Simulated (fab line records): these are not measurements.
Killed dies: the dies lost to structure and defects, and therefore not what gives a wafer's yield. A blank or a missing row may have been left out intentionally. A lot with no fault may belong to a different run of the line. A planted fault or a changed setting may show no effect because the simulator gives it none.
Check for tools in common    flow berkeleyCmos170    Lots sampled 14, wafers sampled 42

== WHY IT WAS OPENED ==
UCB170_NVT_TW_MEAS_09, reading NVT_TW: flagged on 2 of 14 lots. Wafers without a fault read 521, standard deviation 3.4.
Rule: a lot is flagged when every wafer of it that has a number lies more than 4 standard deviations from that mean, or none has a number. All remaining lots are regarded as sound.

lot   measured      on            NVT_TW, wafer by wafer  flag
L777  day 5 21:25   filmMetro-03  517 516 517             
L776  day 5 21:55   filmMetro-04  523 524 525             
L778  day 6 09:26   filmMetro-03  517 516 517             
L779  day 6 13:57   filmMetro-04  526 527 523             
L781  day 6 21:19   filmMetro-04  525 523 529             
L786  day 7 21:40   filmMetro-01  525 521 523             
L784  day 7 22:08   filmMetro-03  521 520 520             
L783  day 7 22:13   filmMetro-03  521 519 521             
L785  day 7 22:44   filmMetro-01  540 540 542             FLAGGED
L789  day 8 05:11   filmMetro-04  542 542 542             FLAGGED
L791  day 8 14:56   filmMetro-04  522 525 522             
L794  day 9 04:58   filmMetro-04  524 524 523             
L793  day 9 05:32   filmMetro-03  517 516 521             
L797  day 10 01:52  filmMetro-01  520 521 525             
The numbers of the flagged lots are 541 on average: +20 against the usual, or +6 standard deviations.

== WHICH TOOL EACH LOT WENT THROUGH ==
The record keeps 1 process step preceding the reading, out of 331 steps on the route. Each cell gives the tool, then ch followed by the chambers the sampled wafers passed through, then the start.
lot   flag     UCB170_NVT_IMPLANT_07
L777           implanter-03 ch 0, day 5 21:10
L776           implanter-02 ch 0, day 5 21:41
L778           implanter-02 ch 0, day 6 09:11
L779           implanter-02 ch 0, day 6 13:42
L781           implanter-02 ch 0, day 6 21:06
L786           implanter-02 ch 0, day 7 21:25
L784           implanter-02 ch 0, day 7 21:54
L783           implanter-03 ch 0, day 7 21:58
L785  FLAGGED  implanter-02 ch 0, day 7 22:29
L789  FLAGGED  implanter-02 ch 0, day 8 04:53
L791           implanter-01 ch 0, day 8 14:41
L794           implanter-01 ch 0, day 9 04:43
L793           implanter-03 ch 0, day 9 05:17
L797           implanter-01 ch 0, day 10 01:37
These steps, and what they do:
- UCB170_NVT_IMPLANT_07
- UCB170_NVT_TW_MEAS_09

== FLAGGED AGAINST TOTAL, ONE TOOL AT A TIME (gauges that did the reading follow at the end) ==
step                   tool          lots run  flagged  share of the flagged lots  sound lots run after its first flagged lot
UCB170_NVT_IMPLANT_07  implanter-01  3         0        none                       -
UCB170_NVT_IMPLANT_07  implanter-02  8         2        all                        0
UCB170_NVT_IMPLANT_07  implanter-03  3         0        none                       -
UCB170_NVT_TW_MEAS_09  filmMetro-01  3         1        some                       1 (L797)
UCB170_NVT_TW_MEAS_09  filmMetro-03  5         0        none                       -
UCB170_NVT_TW_MEAS_09  filmMetro-04  6         1        some                       2 (L791,L794)

== WHAT THE TABLE ALLOWS ==
All flagged lots share 1 row of the table, namely implanter-02 at UCB170_NVT_IMPLANT_07.
- implanter-02 at UCB170_NVT_IMPLANT_07: 2 of its 8 lots flagged. It ran its last sound lot, L784, at day 7 21:54 and its first flagged lot, L785, at day 7 22:29: a fault with its onset between the two fits. Its own readings (doseIonsCm2, faradayCurrentUA) fall more than 4 standard deviations out on all wafers of the flagged lots.
One tool is left: implanter-02 at UCB170_NVT_IMPLANT_07.

== WHAT THE SIMULATOR HAD PUT IN ==
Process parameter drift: implanter-02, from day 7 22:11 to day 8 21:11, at UCB170_NVT_IMPLANT_07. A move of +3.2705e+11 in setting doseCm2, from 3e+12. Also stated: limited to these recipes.
Lots struck among those shown: L785, L789. The same result came from the rule above.
